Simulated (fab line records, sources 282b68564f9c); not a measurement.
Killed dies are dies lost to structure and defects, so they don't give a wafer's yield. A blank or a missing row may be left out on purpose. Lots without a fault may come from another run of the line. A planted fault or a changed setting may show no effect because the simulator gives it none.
A struck lot beside a sound one | flow rit_cmos | 17 steps out of a route of 202
Sound: wafers L596.2, L596.3, L596.4. Struck: wafers L603.2, L603.4, L603.6. The cause comes at the end.
At each step with rows: each side's tool, then ch and its chambers, then its first start. Under that, the readings that differ: sound wafers | struck wafers | difference of the means | sigmas: that difference in standard deviations of wafers without a fault.
alike: readings whose means differ by less than 2 such deviations, and words and numbers that are the same on both sides. not compared: withheld readings, readings that some wafer has no value for, bounds like >300 that may hide the same value, and numbers for which the record gives no deviation and whose values overlap.
The two part at a step that has a row with sigmas, a row that says differs or no value, or rows on one side only. Numbers that don't overlap but have no deviation are shown without sigmas and don't part them. A reading that every wafer of one side lacks parts them only if that side has two wafers or more.

first, 2 steps without rows for these wafers: RIT_ACTIVE_CLEAN_17 (cleans in SC2, time 600 s); RIT_FOX1_OXIDATION_00 (target thk 350.7 nm, ox time 1130 s).
RIT_FOX1_THK_MEAS_01:
  sound on film_metro-02, day 3 12:37; struck on film_metro-02, day 5 01:28
  alike: FOX1_OXIDE_THK
then, 2 steps without rows for these wafers: RIT_FOX1_WET_ETCH_02 (etches SiO2 in BOE, target depth 350 nm, time 390 s); RIT_FOX2_OXIDATION_00 (target thk 350.7 nm, ox time 1130 s).
RIT_FOX2_THK_MEAS_01:
  sound on film_metro-02, day 3 16:10; struck on film_metro-01, day 5 04:50
  alike: FOX2_OXIDE_THK
then, 2 steps without rows for these wafers: RIT_FOX2_CLEAN_02 (cleans in dHF, time 180 s); RIT_FOX2_WET_ETCH_03 (etches Si3N4 in H3PO4, target depth 195 nm, time 2700 s).
RIT_FOX2_THK_MEAS_90:
  sound on film_metro-03, day 3 17:03; struck on film_metro-01, day 5 05:46
  alike: FIELD_OXIDE_LEFT_1_THK
then, 3 steps without rows for these wafers: RIT_NWELL_HMDS_00 (prime time 60 s); RIT_NWELL_COAT_01 (resist thk 1300 nm); RIT_NWELL_SOFTBAKE_02 (time 60 s).
RIT_NWELL_EXPOSE_03: exposes mask M2, target cd 43900 nm.
  sound on iline_stepper-01 ch 0, day 3 17:34; struck on iline_stepper-01 ch 0, day 5 06:24
  reading                       | sound                   | struck         | difference | sigmas
  model.NWELL.overlay_x_nm (nm) | -0.6474 -0.6474 -0.6474 | 5134 5134 5134 | +5135      |
  alike: mask
then, 2 steps without rows for these wafers: RIT_NWELL_PEB_04; RIT_NWELL_DEVELOP_05 (develop time 68 s).
RIT_NWELL_OVL_MEAS_06:
  sound on overlay-02, day 3 17:59; struck on overlay-02, day 5 07:01
  reading        | sound          | struck | difference                    | sigmas
  NWELL_OVL (nm) | -2.1 -1.6 -1.4 | - - -  | no value on the struck wafers |
  not compared: hold
RIT_M1_PROBE_99:
  the record has rows for the sound wafers here (prober-02, day 5 10:41) and none for the struck ones

WHERE THEY PART
First at RIT_NWELL_OVL_MEAS_06; last, within this record, at RIT_M1_PROBE_99.

WHY: what the simulator had put in
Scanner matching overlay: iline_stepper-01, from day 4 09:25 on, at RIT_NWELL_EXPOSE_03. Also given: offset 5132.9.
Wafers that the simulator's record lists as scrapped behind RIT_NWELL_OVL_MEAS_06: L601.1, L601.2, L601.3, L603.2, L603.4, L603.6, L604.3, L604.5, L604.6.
